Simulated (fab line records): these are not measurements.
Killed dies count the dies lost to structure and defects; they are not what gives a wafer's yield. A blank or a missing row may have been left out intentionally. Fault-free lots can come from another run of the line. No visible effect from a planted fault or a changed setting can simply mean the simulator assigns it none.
Commonality check across tools -- flow rit-cmos -- 14 lots, 42 wafers sampled

WHY IT WAS OPENED
Flagged at RIT_M1_CD_MEAS_09: reading cd-nm, on 2 of 14 lots. Wafers without a fault read 2599.4 nm, standard deviation 2.4.
Rule: a lot is flagged when every wafer of it that has a number lies more than 4 standard deviations from that mean, or none has a number. The rest of the lots are taken to be sound.

lot,measured,on,"cd-nm (nm), wafer by wafer",flag
L673,day 3 10:50,cd-sem-02,2598.3 2597.9 2598.1,
L675,day 3 18:18,cd-sem-01,2600.9 2601.5 2600.6,
L677,day 4 03:08,cd-sem-01,2602.5 2603.0 2603.7,
L678,day 4 06:57,cd-sem-02,2600.3 2601.3 2600.4,
L679,day 4 15:06,cd-sem-01,2598.9 2600.2 2602.7,
L680,day 4 22:07,cd-sem-02,2599.4 2600.2 2600.2,
L681,day 5 00:34,cd-sem-02,2593.1 2596.0 2594.3,
L682,day 5 03:40,cd-sem-01,2599.1 2600.0 2598.5,
L683,day 5 10:42,cd-sem-01,2598.2 2600.4 2598.1,
L690,day 7 07:58,cd-sem-01,2534.2 2532.1 2530.8,FLAGGED
L691,day 7 08:13,cd-sem-02,2597.9 2599.5 2599.2,
L692,day 7 21:24,cd-sem-01,2529.2 2530.1 2529.1,FLAGGED
L694,day 8 18:41,cd-sem-02,2597.3 2598.9 2599.7,
L696,day 9 05:59,cd-sem-01,2600.1 2598.4 2598.6,
Average over the flagged lots: 2530.9 nm; offset from the usual -68.5 nm, equal to -29 standard deviations.

TOOL THAT RAN EACH LOT
Before the reading, the record contains 3 process steps out of a 202-step route. Read each cell as the tool, then ch plus the chambers that the sampled wafers visited, then the start.
lot,flag,RIT_CONTACT_CVD_00,RIT_CONTACT_ETCH_11,RIT_M1_COAT_04
L673,,"pecvd-03 ch 0,1,2, day 3 07:10","rie-diel-01 ch 0,1,3, day 3 08:31","litho-track-03 ch 0, day 3 10:07"
L675,,"pecvd-04 ch 0,1,2, day 3 14:22","rie-diel-03 ch 1,2,3, day 3 15:53","litho-track-03 ch 0, day 3 17:24"
L677,,"pecvd-01 ch 0,1,2, day 3 23:31","rie-diel-01 ch 1,2,3, day 4 00:55","litho-track-03 ch 0, day 4 02:25"
L678,,"pecvd-04 ch 0,2, day 4 03:11","rie-diel-02 ch 1,2, day 4 04:43","litho-track-03 ch 0, day 4 06:14"
L679,,"pecvd-03 ch 1,2, day 4 11:19","rie-diel-02 ch 0,1, day 4 12:41","litho-track-03 ch 0, day 4 14:23"
L680,,"pecvd-01 ch 0,1,2, day 4 18:09","rie-diel-03 ch 0,1,2, day 4 19:40","litho-track-04 ch 0, day 4 21:10"
L681,,"pecvd-04 ch 1,2, day 4 20:32","rie-diel-01 ch 0,3, day 4 22:01","litho-track-03 ch 0, day 4 23:35"
L682,,"pecvd-03 ch 0,1,2, day 4 23:52","rie-diel-03 ch 2,3, day 5 01:18","litho-track-02 ch 0, day 5 02:49"
L683,,"pecvd-01 ch 0,1, day 5 06:49","rie-diel-02 ch 0,1,3, day 5 08:20","litho-track-04 ch 0, day 5 09:51"
L690,FLAGGED,"pecvd-04 ch 0,1, day 7 04:06","rie-diel-03 ch 2,3, day 7 05:37","litho-track-03 ch 0, day 7 07:07"
L691,,"pecvd-01 ch 0,2, day 7 04:20","rie-diel-01 ch 0,1, day 7 05:51","litho-track-02 ch 0, day 7 07:23"
L692,FLAGGED,"pecvd-03 ch 0,1,2, day 7 17:38","rie-diel-01 ch 0,1,3, day 7 19:01","litho-track-03 ch 0, day 7 20:40"
L694,,"pecvd-01 ch 0,2, day 8 14:56","rie-diel-03 ch 0,1,3, day 8 16:20","litho-track-04 ch 0, day 8 17:49"
L696,,"pecvd-04 ch 0,1, day 9 01:41","rie-diel-01 ch 0,1,3, day 9 03:38","litho-track-04 ch 0, day 9 05:08"
What these steps do:
- RIT_CONTACT_CVD_00: deposits SiO2 from TEOS, target thk 400 nm, time 61 s.
- RIT_CONTACT_ETCH_11: etches SiO2 in CHF3/CF4/Ar, stops on TiSi2, target depth 480 nm, time 320 s.
- RIT_M1_COAT_04: resist thk 1300 nm.
- RIT_M1_CD_MEAS_09: target cd 2600 nm.

FLAGGED OVER TOTAL, TOOL BY TOOL (the gauges that took the reading come last)
step,tool,lots run,flagged,share of the flagged lots,sound lots run after its first flagged lot
RIT_CONTACT_CVD_00,pecvd-01,5,0,none,-
RIT_CONTACT_CVD_00,pecvd-03,4,1,some,0
RIT_CONTACT_CVD_00,pecvd-04,5,1,some,1 (L696)
RIT_CONTACT_ETCH_11,rie-diel-01,6,1,some,1 (L696)
RIT_CONTACT_ETCH_11,rie-diel-02,3,0,none,-
RIT_CONTACT_ETCH_11,rie-diel-03,5,1,some,1 (L694)
RIT_M1_COAT_04,litho-track-02,2,0,none,-
RIT_M1_COAT_04,litho-track-03,8,2,all,0
RIT_M1_COAT_04,litho-track-04,4,0,none,-
RIT_M1_CD_MEAS_09,cd-sem-01,8,2,all,1 (L696)
RIT_M1_CD_MEAS_09,cd-sem-02,6,0,none,-

WHAT IS ALLOWED BY THE TABLE
In 2 table rows, all flagged lots were run: litho-track-03 (RIT_M1_COAT_04), cd-sem-01 (RIT_M1_CD_MEAS_09).
- litho-track-03 at RIT_M1_COAT_04 ran 8 lots, 2 of them flagged. A fault beginning between L681 (day 4 23:35), its last sound lot, and L690 (day 7 07:07), its first flagged one, fits the data.
- cd-sem-01 at RIT_M1_CD_MEAS_09 ran 8 lots, 2 of them flagged. Lots that were sound ran on it after the first flagged one (L696); a persistent fault on the entire tool would not allow that.
One tool is left: litho-track-03 at RIT_M1_COAT_04.

WHAT THE SIMULATOR HAD PUT IN
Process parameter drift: litho-track-03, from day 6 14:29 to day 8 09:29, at RIT_M1_COAT_04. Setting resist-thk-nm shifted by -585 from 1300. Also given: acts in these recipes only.
Shown lots that were struck: L690, L692. This agrees with what the rule above found.
